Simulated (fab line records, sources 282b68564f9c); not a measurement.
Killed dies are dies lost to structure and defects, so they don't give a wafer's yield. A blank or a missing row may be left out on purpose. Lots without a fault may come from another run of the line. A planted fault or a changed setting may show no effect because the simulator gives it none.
Which tool did it? | flow rit_cmos | 13 lots, 37 wafers sampled, at 3 steps of a route of 202

WHAT THE GAUGES READ, wafer by wafer
RIT_M1_RS_MEAS_01: measures by four-point-probe.
lot  | measured    | on            | M1_AL_RS (ohm/sq)
L863 | day 3 11:19 | film_metro-03 | 0.0726 0.0731 0.0727
L865 | day 3 15:15 | film_metro-01 | 0.0741 0.0741 0.0741
L866 | day 3 19:34 | film_metro-04 | 0.0734 0.0731 0.0737
L867 | day 4 02:06 | film_metro-04 | 0.0746 0.0743 0.0751
L868 | day 4 06:50 | film_metro-04 | 0.0728 0.0733 0.0737
L869 | day 4 11:31 | film_metro-04 | 0.0741 0.0753 0.0740
L870 | day 4 15:18 | film_metro-01 | 0.0720 0.0713 0.0720
L873 | day 5 08:44 | film_metro-01 | 0.1704 0.1710
L874 | day 5 12:01 | film_metro-03 | 0.0732 0.0736 0.0720
L880 | day 6 18:11 | film_metro-04 | 0.0726 0.0735 0.0716
L882 | day 7 04:22 | film_metro-03 | 0.0727 0.0719 0.0716
L884 | day 7 13:37 | film_metro-04 | 0.0728 0.0744 0.0736
L886 | day 8 00:21 | film_metro-01 | 0.0746 0.0745 0.0736

RIT_M1_THK_MEAS_02: measures by xrf.
lot  | measured    | on            | M1_AL_THK (nm)
L863 | day 3 11:26 | film_metro-03 | 406 402 406
L865 | day 3 15:22 | film_metro-01 | 396 395 400
L866 | day 3 19:40 | film_metro-04 | 401 402 400
L867 | day 4 02:13 | film_metro-04 | 393 393 390
L868 | day 4 06:58 | film_metro-04 | 405 398 397
L869 | day 4 11:38 | film_metro-04 | 396 388 396
L870 | day 4 15:25 | film_metro-01 | 406 410 409
L873 | day 5 14:37 | film_metro-01 | 179 179
L874 | day 5 12:07 | film_metro-03 | 400 398 404
L880 | day 6 18:18 | film_metro-04 | 404 400 411
L882 | day 7 04:29 | film_metro-03 | 404 408 412
L884 | day 7 13:43 | film_metro-04 | 403 395 397
L886 | day 8 00:28 | film_metro-01 | 395 393 398

WHICH TOOL RAN EACH LOT (tool, then ch and the chambers of the sampled wafers, then the start)
lot  | RIT_M1_SPUTTER_00
L863 | pvd_sputter-02, day 3 11:01
L865 | pvd_sputter-03, day 3 14:57
L866 | pvd_sputter-02, day 3 19:14
L867 | pvd_sputter-04, day 4 01:49
L868 | pvd_sputter-02, day 4 06:32
L869 | pvd_sputter-04, day 4 11:12
L870 | pvd_sputter-02, day 4 15:00
L873 | pvd_sputter-02, day 5 08:27
L874 | pvd_sputter-03, day 5 11:41
L880 | pvd_sputter-03, day 6 17:53
L882 | pvd_sputter-03, day 7 04:04
L884 | pvd_sputter-03, day 7 13:17
L886 | pvd_sputter-03, day 8 00:03
- RIT_M1_SPUTTER_00: material Al, target thk 400 nm, time 500 s.

WHAT THE TOOLS THEMSELVES READ (means of the sampled wafers that have a number; where no wafer has one, the mark that the record gives instead)
RIT_M1_SPUTTER_00.
lot  | tool           | cathode_dc_power_W (W) | chamber_pressure_pa (Pa) | throttle_valve_pct (%)
L863 | pvd_sputter-02 | 2000.4                 | 0.3994                   | 30.0
L865 | pvd_sputter-03 | 1999.8                 | 0.4006                   | 30.1
L866 | pvd_sputter-02 | 1999.8                 | 0.3999                   | 30.0
L867 | pvd_sputter-04 | 2000.3                 | 0.4004                   | 29.5
L868 | pvd_sputter-02 | 1999.5                 | 0.4001                   | 30.2
L869 | pvd_sputter-04 | 2000.2                 | 0.4000                   | 30.2
L870 | pvd_sputter-02 | 1999.7                 | 0.4009                   | 30.3
L873 | pvd_sputter-02 | 893.4                  | 0.3999                   | 29.3
L874 | pvd_sputter-03 | 2000.1                 | 0.4000                   | 30.6
L880 | pvd_sputter-03 | 2000.4                 | 0.3993                   | 30.4
L882 | pvd_sputter-03 | 2000.0                 | 0.4000                   | 30.6
L884 | pvd_sputter-03 | 1999.8                 | 0.3997                   | 30.6
L886 | pvd_sputter-03 | 2000.3                 | 0.3999                   | 30.3

THE ANSWER, worked out from the rows above alone
Rule: what is usual is taken from the lots themselves. Put in order of their means at a reading, lots are off if they are a third of the lots or fewer, leave a main group of 4 or more, and stand apart from it by a gap of 3 or more times the standard deviation of the main group's means; of several such gaps the widest counts. A main group whose means are all the same, to the digits that the tables above print for the reading, isn't used. A lot without any number at a reading at which 4 lots or more have one is off too. The other lots that the step has rows for count as sound. The gauges are gone through in route order, then the tools' own readings, and for those a lot's mean is taken as printed above. The first step at which some lot is off is used, and at that step the reading that is off furthest; a lot without a number counts as furthest.
Off: L873, at RIT_M1_RS_MEAS_01 (M1_AL_RS). The main group: mean 0.0733 ohm/sq, standard deviation 0.0009.
A tool fits if, at a process step before that reading, it ran every lot that is off, and no sound lot after the first of them. The gauges at RIT_M1_RS_MEAS_01 aren't tried: what is off there is off at RIT_M1_SPUTTER_00 too, on other tools, and a gauge's error can't cause that. One fits: pvd_sputter-02 at RIT_M1_SPUTTER_00. Its last sound lot is L870 (day 4 15:00), its first lot that is off L873 (day 5 08:27): a fault that began between those two fits.
The tool's own readings at RIT_M1_SPUTTER_00 bear it out: on the lots that are off they differ by more than 5 times the standard deviation of the sound lots' means. cathode_dc_power_W reads 893.4 W there against 2000.0 W on the sound lots.

WHAT THE SIMULATOR HAD PUT IN
Process parameter drift: pvd_sputter-02, from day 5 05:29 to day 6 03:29, at RIT_M1_SPUTTER_00. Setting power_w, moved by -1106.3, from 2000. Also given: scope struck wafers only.
Lots struck among those shown: L873. The rule above found the same.
